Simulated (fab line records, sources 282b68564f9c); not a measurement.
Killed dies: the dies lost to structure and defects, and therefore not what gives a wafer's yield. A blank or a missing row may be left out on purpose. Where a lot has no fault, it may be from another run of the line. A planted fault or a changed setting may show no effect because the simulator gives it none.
What tool caused it?	flow rit-cmos	42 wafers from 14 lots sampled at 2 of the route's 202 steps

## WHAT THE GAUGES SHOWED, per wafer
No reading from a measuring or inspecting step in the record can be judged against a usual standard deviation.

## EACH LOT AND THE TOOL THAT RAN IT (in order: tool; ch and the chambers of the sampled wafers; start)
lot	RIT_CONTACT_ETCH_11	RIT_M1_PROBE_99
L417	rie-diel-03 ch 0,2,3, day 3 09:40	prober-01, day 3 15:40
L418	rie-diel-01 ch 0,2,3, day 3 15:25	prober-02, day 3 20:23
L420	rie-diel-03 ch 1,2,3, day 4 00:41	prober-01, day 4 07:34
L424	rie-diel-03 ch 0,3, day 4 18:28	prober-01, day 5 00:02
L426	rie-diel-03 ch 0,1,2, day 5 00:56	prober-01, day 5 07:40
L431	rie-diel-02 ch 0,1,3, day 6 04:01	prober-02, day 6 09:25
L433	rie-diel-02 ch 2,3, day 6 12:56	prober-02, day 6 18:31
L434	rie-diel-01 ch 1,2,3, day 6 20:31	prober-01, day 7 01:58
L435	rie-diel-02 ch 1,3, day 7 00:05	prober-02, day 7 05:23
L436	rie-diel-02 ch 0,1,2, day 7 06:25	prober-01, day 7 11:22
L437	rie-diel-03 ch 0,3, day 7 09:44	prober-02, day 7 14:48
L438	rie-diel-02 ch 0,1,3, day 7 14:48	prober-01, day 7 19:44
L439	rie-diel-02 ch 0,1,3, day 7 23:38	prober-02, day 8 05:47
L440	rie-diel-03 ch 0,2, day 8 00:57	prober-01, day 8 07:14
- RIT_CONTACT_ETCH_11: etches SiO2 in CHF3/CF4/Ar, stops on TiSi2, target depth 480 nm, time 320 s.
- RIT_M1_PROBE_99

## WHAT THE TOOLS THEMSELVES READ (means of the sampled wafers that have a number; where no wafer has one, the mark that the record gives instead)
RIT_CONTACT_ETCH_11.
lot	tool	drypump-motor-current-A (A)	oes-product-au (a.u.)	throttle-valve-pct (%)
L417	rie-diel-03	5.6	0.986	8.89
L418	rie-diel-01	5.6	0.995	8.86
L420	rie-diel-03	5.4	0.988	8.79
L424	rie-diel-03	5.5	0.974	8.90
L426	rie-diel-03	5.5	0.982	8.85
L431	rie-diel-02	5.8	0.974	8.91
L433	rie-diel-02	6.2	0.986	8.80
L434	rie-diel-01	5.3	0.994	8.83
L435	rie-diel-02	6.2	0.980	8.88
L436	rie-diel-02	5.3	0.966	8.79
L437	rie-diel-03	5.3	0.975	8.82
L438	rie-diel-02	5.8	0.978	8.90
L439	rie-diel-02	5.8	0.981	8.90
L440	rie-diel-03	5.8	0.990	8.94

RIT_M1_PROBE_99.
lot	tool	killed_at_M0_to_M3	killed-at-contacts	killed-at-front-end	killed-dies	killed-on-rim	killed-open	killed-short
L417	prober-01	0.0	0.0	9	9	4.0	5.0	3.7
L418	prober-02	0.0	0.0	9	9	2.7	3.3	5.3
L420	prober-01	0.0	0.0	5	5	0.7	2.0	3.3
L424	prober-01	0.0	4.3	4	9	3.3	3.7	0.7
L426	prober-01	0.0	2.0	7	9	3.7	3.3	3.7
L431	prober-02	0.0	0.3	5	5	2.0	2.3	2.7
L433	prober-02	0.0	0.0	8	8	2.7	4.0	4.3
L434	prober-01	0.0	0.0	10	10	2.7	6.0	3.7
L435	prober-02	0.3	0.3	8	8	2.7	4.7	3.7
L436	prober-01	0.0	0.0	5	5	2.0	2.0	3.0
L437	prober-02	0.0	0.0	7	7	1.7	4.3	3.0
L438	prober-01	0.0	0.0	7	7	2.3	3.3	4.0
L439	prober-02	0.0	0.0	10	10	2.0	4.0	6.0
L440	prober-01	0.0	0.0	5	5	0.7	3.3	1.3

## THE ANSWER, worked out from the rows above alone
Rule: the usual values come from the lots themselves. Put in order of their means at a reading, lots are off if they are a third of the lots or fewer, leave a main group of 4 or more, and stand apart from it by a gap of 3 or more times the standard deviation of the main group's means; of several such gaps the widest counts. A main group is skipped when, at the precision printed for the reading in the tables above, its means are all equal. Also off: a lot with no number at a reading for which 4 or more lots have one. The other lots that the step has rows for count as sound. Order of review: gauges by route order, followed by the tools' own readings, for which a lot's mean as printed above is used. At the first step where some lot is off, the reading lying furthest off is the one used; lots without a number count as furthest.
Off, at RIT_M1_PROBE_99 on killed-at-contacts: L424, L426. For the main group the mean is 0.0 and the standard deviation 0.11.
If a tool, at that step or one of the process steps before it, ran each lot that is off and ran no sound lot following the first of them, it fits. No candidate that was tried fits.

## WHAT THE SIMULATOR HAD INSERTED
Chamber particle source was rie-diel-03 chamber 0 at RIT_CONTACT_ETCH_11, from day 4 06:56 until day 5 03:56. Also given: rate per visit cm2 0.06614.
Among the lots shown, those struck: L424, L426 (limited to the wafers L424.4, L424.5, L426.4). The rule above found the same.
